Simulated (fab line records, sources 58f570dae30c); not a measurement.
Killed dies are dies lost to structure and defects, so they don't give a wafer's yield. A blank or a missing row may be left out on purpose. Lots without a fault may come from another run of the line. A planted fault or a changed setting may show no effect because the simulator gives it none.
Which tool did it? | flow berkeley_cmos170 | 15 lots, 45 wafers sampled, at 6 steps of a route of 331

WHAT THE GAUGES READ, wafer by wafer
UCB170_PVT_TW_MEAS_09.
lot  | measured     | on            | PVT_TW
L763 | day 6 15:52  | film_metro-02 | 514 513 509
L764 | day 7 09:48  | film_metro-02 | 512 511 512
L765 | day 7 10:05  | film_metro-02 | 511 509 512
L768 | day 8 00:28  | film_metro-01 | 517 517 515
L769 | day 8 05:33  | film_metro-02 | 510 511 511
L770 | day 8 05:49  | film_metro-02 | 511 508 511
L774 | day 9 11:09  | film_metro-01 | 517 514 509
L775 | day 9 15:11  | film_metro-01 | 511 513 513
L777 | day 10 05:33 | film_metro-03 | 506 504 504
L780 | day 10 12:23 | film_metro-03 | 504 506 504
L781 | day 10 12:29 | film_metro-02 | 513 513 513
L782 | day 10 19:16 | film_metro-01 | 517 518 514
L783 | day 10 19:22 | film_metro-03 | 506 508 506
L785 | day 11 17:44 | film_metro-01 | 516 515 517
L784 | day 11 17:56 | film_metro-03 | 503 506 504

UCB170_GATE_OVL_MEAS_13.
lot  | measured     | on         | GATE_OVL (nm)
L763 | day 7 10:39  | overlay-02 | 5 -3 2
L764 | day 8 02:59  | overlay-01 | 0 5 8
L765 | day 8 03:22  | overlay-02 | 4 15 7
L768 | day 8 17:29  | overlay-02 | 10 8 3
L769 | day 8 23:07  | overlay-02 | 14 6 9
L770 | day 8 23:21  | overlay-01 | -6 5 2
L774 | day 10 02:29 | overlay-02 | 1 -1 -4
L775 | day 10 08:50 | overlay-01 | 12 2 10
L777 | day 10 23:38 | overlay-02 | 14 -5 4
L780 | day 11 04:58 | overlay-02 | 0 3 3
L781 | day 11 04:44 | overlay-01 | 8 13 9
L782 | day 11 11:01 | overlay-02 | -2 5 -1
L783 | day 11 11:37 | overlay-02 | 14 6 6
L785 | day 12 15:01 | overlay-02 | 3 6 -2
L784 | day 12 14:55 | overlay-02 | -2 1 -2

UCB170_PLDD_CD_MEAS_06: target cd 1200 nm.
lot  | measured     | on        | cd_nm (nm)
L763 | day 7 13:02  | cd_sem-02 | 1199.3 1199.5 1197.6
L764 | day 8 04:32  | cd_sem-02 | 1201.2 1202.4 1203.4
L765 | day 8 05:15  | cd_sem-02 | 1199.3 1200.3 1199.3
L768 | day 8 19:39  | cd_sem-01 | 1197.9 1199.2 1198.4
L769 | day 9 00:29  | cd_sem-02 | 1199.5 1200.2 1199.6
L770 | day 9 00:50  | cd_sem-01 | 1197.1 1197.6 1197.5
L774 | day 10 04:25 | cd_sem-01 | 1199.4 1199.9 1199.0
L775 | day 10 11:00 | cd_sem-02 | 1197.4 1198.5 1199.4
L777 | day 11 01:02 | cd_sem-01 | 1202.1 1201.8 1200.7
L780 | day 11 06:29 | cd_sem-01 | 1200.3 1199.9 1200.2
L781 | day 11 06:14 | cd_sem-02 | 1199.8 1199.3 1199.4
L782 | day 11 12:33 | cd_sem-02 | 1198.9 1198.2 1199.3
L783 | day 11 13:41 | cd_sem-01 | 1200.8 1200.2 1199.2
L785 | day 12 17:05 | cd_sem-01 | 1199.3 1198.6 1198.5
L784 | day 12 16:54 | cd_sem-01 | 1200.4 1199.3 1200.2

UCB170_SDANNEAL_RS_MEAS_03: measures by four-point-probe.
lot  | measured     | on            | NSD_RS (ohm/sq)
L763 | day 8 09:11  | film_metro-03 | 37.25 37.19 37.25
L764 | day 8 20:10  | film_metro-04 | 37.14 37.32 37.11
L765 | day 8 20:39  | film_metro-03 | 37.05 37.18 37.18
L768 | day 9 12:17  | film_metro-02 | 37.21 37.33 37.24
L769 | day 9 12:26  | film_metro-03 | 37.15 37.17 37.24
L770 | day 9 12:53  | film_metro-04 | 37.31 37.27 37.31
L774 | day 10 20:33 | film_metro-04 | 37.16 37.21 37.23
L775 | day 11 02:04 | film_metro-04 | 38.19 38.20 38.16
L777 | day 11 15:50 | film_metro-03 | 37.98 38.05 38.21
L780 | day 11 22:40 | film_metro-02 | 38.30 38.11 38.26
L781 | day 11 23:07 | film_metro-03 | 37.10 37.02 37.09
L782 | day 12 05:54 | film_metro-02 | 37.19 37.24 37.28
L783 | day 12 06:18 | film_metro-04 | 37.35 37.28 37.42
L785 | day 13 09:16 | film_metro-04 | 37.37 37.32 37.40
L784 | day 13 08:49 | film_metro-04 | 37.22 37.30 37.19

WHICH TOOL RAN EACH LOT (tool, then ch and the chambers of the sampled wafers, then the start)
lot  | UCB170_NSD_IMPLANT_08           | UCB170_NSD_STRIP_09
L763 | implanter-04 ch 0, day 8 05:08  | plasma_asher-01 ch 0,1, day 8 05:17
L764 | implanter-04 ch 0, day 8 18:13  | plasma_asher-02 ch 0,1, day 8 18:22
L765 | implanter-02 ch 0, day 8 18:58  | plasma_asher-01 ch 0,1, day 8 19:07
L768 | implanter-02 ch 0, day 9 10:18  | plasma_asher-02 ch 0,1, day 9 10:27
L769 | implanter-04 ch 0, day 9 10:31  | plasma_asher-01 ch 0,1, day 9 10:38
L770 | implanter-03 ch 0, day 9 10:45  | plasma_asher-02 ch 0,1, day 9 10:54
L774 | implanter-02 ch 0, day 10 18:58 | plasma_asher-04 ch 1, day 10 19:07
L775 | implanter-02 ch 0, day 11 00:02 | plasma_asher-02 ch 0,1, day 11 00:11
L777 | implanter-02 ch 0, day 11 13:45 | plasma_asher-02 ch 0,1, day 11 13:53
L780 | implanter-02 ch 0, day 11 20:48 | plasma_asher-02 ch 0,1, day 11 20:57
L781 | implanter-04 ch 0, day 11 21:02 | plasma_asher-01 ch 0,1, day 11 21:11
L782 | implanter-04 ch 0, day 12 04:25 | plasma_asher-04 ch 0,1, day 12 04:34
L783 | implanter-03 ch 0, day 12 04:41 | plasma_asher-01 ch 0, day 12 04:49
L785 | implanter-03 ch 0, day 13 07:49 | plasma_asher-02 ch 0,1, day 13 07:58
L784 | implanter-03 ch 0, day 13 07:16 | plasma_asher-02 ch 0,1, day 13 07:24
- UCB170_NSD_IMPLANT_08
- UCB170_NSD_STRIP_09: strips in O2.

WHAT THE TOOLS THEMSELVES READ (means of the sampled wafers that have a number; where no wafer has one, the mark that the record gives instead)
UCB170_NSD_IMPLANT_08.
lot  | tool         | dose_ions_cm2 | faraday_current_uA
L763 | implanter-04 | 3e+15         | 9208
L764 | implanter-04 | 3e+15         | 9231
L765 | implanter-02 | 3e+15         | 9355
L768 | implanter-02 | 3e+15         | 9376
L769 | implanter-04 | 3e+15         | 9273
L770 | implanter-03 | 3e+15         | 9052
L774 | implanter-02 | 3e+15         | 9383
L775 | implanter-02 | 3e+15         | 8796
L777 | implanter-02 | 3e+15         | 8792
L780 | implanter-02 | 3e+15         | 8762
L781 | implanter-04 | 3e+15         | 9320
L782 | implanter-04 | 3e+15         | 9290
L783 | implanter-03 | 3e+15         | 9315
L785 | implanter-03 | 3e+15         | 9371
L784 | implanter-03 | 3e+15         | 9282

UCB170_NSD_STRIP_09.
lot  | tool            | chamber_pressure_mTorr (mTorr) | drypump_motor_current_A (A) | oes_product_au (a.u.) | strip_time_to_endpoint_s (s)
L763 | plasma_asher-01 | 3499.0                         | 4.9                         | 0.533                 | 35.78
L764 | plasma_asher-02 | 3501.0                         | 5.7                         | 0.532                 | 35.82
L765 | plasma_asher-01 | 3499.0                         | 5.1                         | 0.531                 | 35.89
L768 | plasma_asher-02 | 3499.5                         | 5.2                         | 0.536                 | 35.89
L769 | plasma_asher-01 | 3500.8                         | 4.9                         | 0.531                 | 35.78
L770 | plasma_asher-02 | 3499.0                         | 5.2                         | 0.537                 | 35.92
L774 | plasma_asher-04 | 3499.7                         | 5.3                         | 0.535                 | 35.92
L775 | plasma_asher-02 | 3501.6                         | 5.2                         | 0.538                 | 35.37
L777 | plasma_asher-02 | 3500.7                         | 5.2                         | 0.542                 | 35.43
L780 | plasma_asher-02 | 3499.7                         | 5.2                         | 0.541                 | 35.46
L781 | plasma_asher-01 | 3497.8                         | 5.1                         | 0.535                 | 35.93
L782 | plasma_asher-04 | 3497.9                         | 5.8                         | 0.533                 | 35.85
L783 | plasma_asher-01 | 3501.4                         | 5.2                         | 0.530                 | 35.79
L785 | plasma_asher-02 | 3498.2                         | 5.7                         | 0.535                 | 35.78
L784 | plasma_asher-02 | 3499.9                         | 5.2                         | 0.537                 | 35.84

THE ANSWER, worked out from the rows above alone
Rule: what is usual is taken from the lots themselves. Put in order of their means at a reading, lots are off if they are a third of the lots or fewer, leave a main group of 4 or more, and stand apart from it by a gap of 3 or more times the standard deviation of the main group's means; of several such gaps the widest counts. A main group whose means are all the same, to the digits that the tables above print for the reading, isn't used. A lot without any number at a reading at which 4 lots or more have one is off too. The other lots that the step has rows for count as sound. The gauges are gone through in route order, then the tools' own readings, and for those a lot's mean is taken as printed above. The first step at which some lot is off is used, and at that step the reading that is off furthest; a lot without a number counts as furthest.
Off: L775, L777, L780, at UCB170_SDANNEAL_RS_MEAS_03 (NSD_RS). The main group: mean 37.23 ohm/sq, standard deviation 0.08.
A tool fits if, at a process step before that reading, it ran every lot that is off, and no sound lot after the first of them. The gauges at UCB170_SDANNEAL_RS_MEAS_03 aren't tried: what is off there is off at UCB170_NSD_STRIP_09 too, on other tools, and a gauge's error can't cause that. One fits: implanter-02 at UCB170_NSD_IMPLANT_08. Its last sound lot is L774 (day 10 18:58), its first lot that is off L775 (day 11 00:02): a fault that began between those two fits.
The tool's own readings at UCB170_NSD_IMPLANT_08 bear it out: on the lots that are off they differ by more than 5 times the standard deviation of the sound lots' means. faraday_current_uA reads 8783 there against 9288 on the sound lots.

WHAT THE SIMULATOR HAD PUT IN
Process parameter drift: implanter-02, from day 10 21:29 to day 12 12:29, at UCB170_NSD_IMPLANT_08. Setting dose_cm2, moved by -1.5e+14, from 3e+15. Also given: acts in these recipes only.
Lots struck among those shown: L775, L777, L780. The rule above found the same.
